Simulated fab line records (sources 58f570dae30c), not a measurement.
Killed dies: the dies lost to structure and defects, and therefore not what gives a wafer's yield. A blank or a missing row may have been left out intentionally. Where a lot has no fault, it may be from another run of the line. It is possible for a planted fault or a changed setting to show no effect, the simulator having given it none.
Which tool did it? -- flow berkeleyCmos170 -- 42 wafers from 14 lots sampled at 2 of the route's 331 steps

WHAT THE GAUGES READ, wafer by wafer
UCB170_V2_CD_MEAS_90: target cd 700 nm. Usual: cdNm 699.3 nm, standard deviation 1.6.
lot,measured,on,cdNm (nm),flag
L621,day 8 02:02,cdSem-01,699.9 699.5 698.8,
L623,day 8 15:32,cdSem-01,699.4 697.3 699.0,
L625,day 9 04:51,cdSem-01,699.7 699.9 700.5,
L629,day 10 00:31,cdSem-02,697.2 699.6 700.0,
L630,day 10 00:38,cdSem-02,698.5 698.4 697.6,
L627,day 10 01:37,cdSem-02,699.4 696.6 698.6,
L628,day 10 02:16,cdSem-02,696.6 697.5 697.2,
L631,day 10 16:59,cdSem-02,697.3 700.6 696.8,
L633,day 11 03:19,cdSem-01,696.7 700.8 696.7,
L637,day 11 06:20,cdSem-01,696.4 698.0 697.7,
L641,day 12 00:53,cdSem-01,698.3 699.6 697.1,
L639,day 12 01:13,cdSem-02,698.8 699.4 698.9,
L642,day 12 02:35,cdSem-01,698.8 700.7 699.7,
L640,day 12 03:06,cdSem-01,698.7 699.6 699.0,

EACH LOT AND THE TOOL THAT RAN IT (in order: tool; ch and the chambers of the sampled wafers; start)
lot,UCB170_M2_STRIP_19
L621,"plasmaAsher-04 ch 0,1, day 7 23:34"
L623,"plasmaAsher-04 ch 1, day 8 13:03"
L625,"plasmaAsher-02 ch 0,1, day 9 01:09"
L629,"plasmaAsher-04 ch 0,1, day 9 21:26"
L630,"plasmaAsher-04 ch 0,1, day 9 22:00"
L627,"plasmaAsher-02 ch 0,1, day 9 22:48"
L628,"plasmaAsher-02 ch 0, day 9 22:57"
L631,"plasmaAsher-02 ch 0,1, day 10 14:11"
L633,"plasmaAsher-03 ch 0,1, day 11 00:35"
L637,"plasmaAsher-03 ch 0,1, day 11 03:11"
L641,"plasmaAsher-02 ch 1, day 11 22:02"
L639,"plasmaAsher-04 ch 0,1, day 11 22:43"
L642,"plasmaAsher-02 ch 0,1, day 11 23:29"
L640,"plasmaAsher-04 ch 0,1, day 12 00:08"
- UCB170_M2_STRIP_19: strips in O2.

WHAT THE TOOLS THEMSELVES READ (means of the sampled wafers that have a number; where no wafer has one, the mark that the record gives instead)
UCB170_M2_STRIP_19. Usual: drypumpMotorCurrentA 5.9 A, standard deviation 0.36; oesProductAu 0.551 a.u., standard deviation 0.0079.
lot,tool,drypumpMotorCurrentA (A),oesProductAu (a.u.),flag
L621,plasmaAsher-04,6.1,0.560,
L623,plasmaAsher-04,6.6,0.549,
L625,plasmaAsher-02,5.8,0.549,
L629,plasmaAsher-04,6.3,0.548,
L630,plasmaAsher-04,6.1,0.562,
L627,plasmaAsher-02,5.8,0.549,
L628,plasmaAsher-02,5.9,0.541,
L631,plasmaAsher-02,5.8,0.552,
L633,plasmaAsher-03,5.5,0.542,
L637,plasmaAsher-03,5.6,0.543,
L641,plasmaAsher-02,5.6,0.543,
L639,plasmaAsher-04,6.3,0.558,
L642,plasmaAsher-02,5.6,0.552,
L640,plasmaAsher-04,6.3,0.556,

THE ANSWER, worked out from the rows above alone
Rule: lot off if the mean of its wafers having a number is beyond 3 standard deviations from the usual mean. A lot without any number at a reading at which 4 lots or more have one is off too. The other lots that the step has rows for count as sound. After the gauges, taken in route order, come the tools' own readings; for these a lot's mean is taken, as printed above. The first step at which some lot is off is used, and at that step the reading that is off furthest; a lot without a number counts as furthest.
No lot is off at any reading shown: from this, nothing can be told.

WHAT THE SIMULATOR HAD INSERTED
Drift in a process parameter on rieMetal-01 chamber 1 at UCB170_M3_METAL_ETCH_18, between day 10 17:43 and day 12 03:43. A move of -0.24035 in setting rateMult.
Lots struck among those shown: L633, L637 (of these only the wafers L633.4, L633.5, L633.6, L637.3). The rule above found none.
